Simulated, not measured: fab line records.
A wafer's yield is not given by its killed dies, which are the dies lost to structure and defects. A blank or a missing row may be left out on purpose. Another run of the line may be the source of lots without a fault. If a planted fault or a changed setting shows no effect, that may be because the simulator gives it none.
Split-lot trial    flow berkeley_cmos170    5 lots, 23 wafers read, on a route of 331 steps

== SPLIT DETAILS ==
At UCB170_ACTIVE_EXPOSE_10 (exposes mask ACTIVE, target cd 1200 nm), the setting dose_mj was moved away from the recipe's 20 on 11 of the 23 wafers read, by -6.5% to +7.1%. The other wafers ran this setting at the recipe's value.

== FROM THE SPLIT TO THE READING: what the file shows between them, 5 steps ==
- UCB170_ACTIVE_PEB_11
- UCB170_ACTIVE_DEVELOP_12: develop time 45 s
- UCB170_ACTIVE_CD_MEAS_13: target cd 1200 nm
- UCB170_ACTIVE_ETCH_15: etches Si3N4 in CH3F/Ar/O2, stops on SiO2, target depth 242 nm, time 151 s
- UCB170_ACTIVE_STRIP_16: strips in O2

== THE READING ==
Shown in nm: cd_nm at UCB170_ACTIVE_CD_MEAS_90, with target cd 1200 nm. A value of 1200.4 nm with a standard deviation of 1.1 nm is what fault-free wafers of this fab line usually give.

wafer   tool, chamber at the split  dose_mj as run  against the recipe  cd_nm, nm  against lot-mates on the recipe
L077.1  krf_scanner-01, 0           21.41           +7.1%               1186.1     -14.1
L077.3  krf_scanner-01, 0           20              recipe              1200.6     -
L077.4  krf_scanner-01, 0           20              recipe              1199.7     -
L077.5  krf_scanner-01, 0           21.41           +7.1%               1186.7     -13.5
L077.6  krf_scanner-01, 0           21.41           +7.1%               1187.1     -13.1
L078.1  krf_scanner-01, 0           19.49           -2.6%               1206.5     +5.3
L078.3  krf_scanner-01, 0           20              recipe              1199.2     -
L078.4  krf_scanner-01, 0           19.49           -2.6%               1205.1     +3.9
L078.5  krf_scanner-01, 0           20              recipe              1201.9     -
L078.6  krf_scanner-01, 0           20              recipe              1202.6     -
L079.1  krf_scanner-01, 0           18.71           -6.5%               1214.9     +13.3
L079.2  krf_scanner-01, 0           18.71           -6.5%               1214.2     +12.6
L079.3  krf_scanner-01, 0           20              recipe              1200.7     -
L079.4  krf_scanner-01, 0           18.71           -6.5%               1212.9     +11.3
L079.5  krf_scanner-01, 0           20              recipe              1202.4     -
L081.1  krf_scanner-01, 0           20              recipe              1200.1     -
L081.3  krf_scanner-01, 0           20              recipe              1199.0     -
L081.6  krf_scanner-01, 0           20              recipe              1201.0     -
L083.1  krf_scanner-02, 0           20              recipe              1201.7     -
L083.3  krf_scanner-02, 0           19.34           -3.3%               1205.4     +4.4
L083.4  krf_scanner-02, 0           19.34           -3.3%               1207.2     +6.2
L083.5  krf_scanner-02, 0           19.34           -3.3%               1207.2     +6.2
L083.6  krf_scanner-02, 0           20              recipe              1200.3     -

THE FIT
A straight line over all 23 wafers: cd_nm changes by -2 nm for each +1% of dose_mj; r = -0.99; the points scatter about the line by 1.1 nm.
The same after taking each lot's own level away (the mean of its wafers on the recipe; 23 wafers): -1.9 nm for each +1%; r = -0.99; scatter 0.94 nm.
According to that fit, moving dose_mj by its largest amount changes the reading by 13 nm.
Across the lots, their own levels run from 1200.03 to 1201.55 nm, a range of 1.4 times the standard deviation given above.
The two slopes agree, so the slope changes little with the lot-to-lot level.
Check: for one of the wafers moved furthest among these (+7.1%), held out of the fit, the line's prediction against its lot-mates is -13.3 nm. It came out at -14.1 nm against them.

== OTHER SPLITS APPLIED TO THESE WAFERS ==
These wafers also went through other splits before the reading. Each is held against what the fit with the lots' levels taken away leaves over:
other split on the same wafers       wafers away from the commonest value  r with cd_nm (lot level and that fit taken away)
UCB170_ZERO_COAT_01 resist_thk_nm    7                                     -0.30
UCB170_ZERO_EXPOSE_03 dose_mj        11                                    -0.26
UCB170_NWELL_IMPLANT_14 energy_kev   8                                     -0.25
UCB170_PWELL_OXIDATION_02 ox_time_s  15                                    +0.06
UCB170_PWELL_ETCH_14 time_s          5                                     -0.10
UCB170_PWELL_IMPLANT_15 dose_cm2     8                                     -0.09
UCB170_ACTIVE_COAT_08 resist_thk_nm  8                                     +0.67

== THE WHOLE CHAIN: every reading that the file lists as answering this split, in the file's order ==
step                      what it does                                                                reading                                                        change (the file's fit)               r (the file's)
UCB170_ACTIVE_CD_MEAS_13  target cd 1200 nm                                                           cd_nm                                                          -1.86 nm for each +1% of the setting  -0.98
UCB170_ACTIVE_ETCH_15     etches Si3N4 in CH3F/Ar/O2, stops on SiO2, target depth 242 nm, time 151 s  ACTIVE.cd_nm (the simulator's own value, which no gauge read)  -1.89 nm for each +1% of the setting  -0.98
UCB170_ACTIVE_CD_MEAS_90  target cd 1200 nm                                                           cd_nm                                                          -1.89 nm for each +1% of the setting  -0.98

== FILE'S OWN FIT ==
cd_nm changes by -1.89 nm for each +1% of dose_mj, r = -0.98.
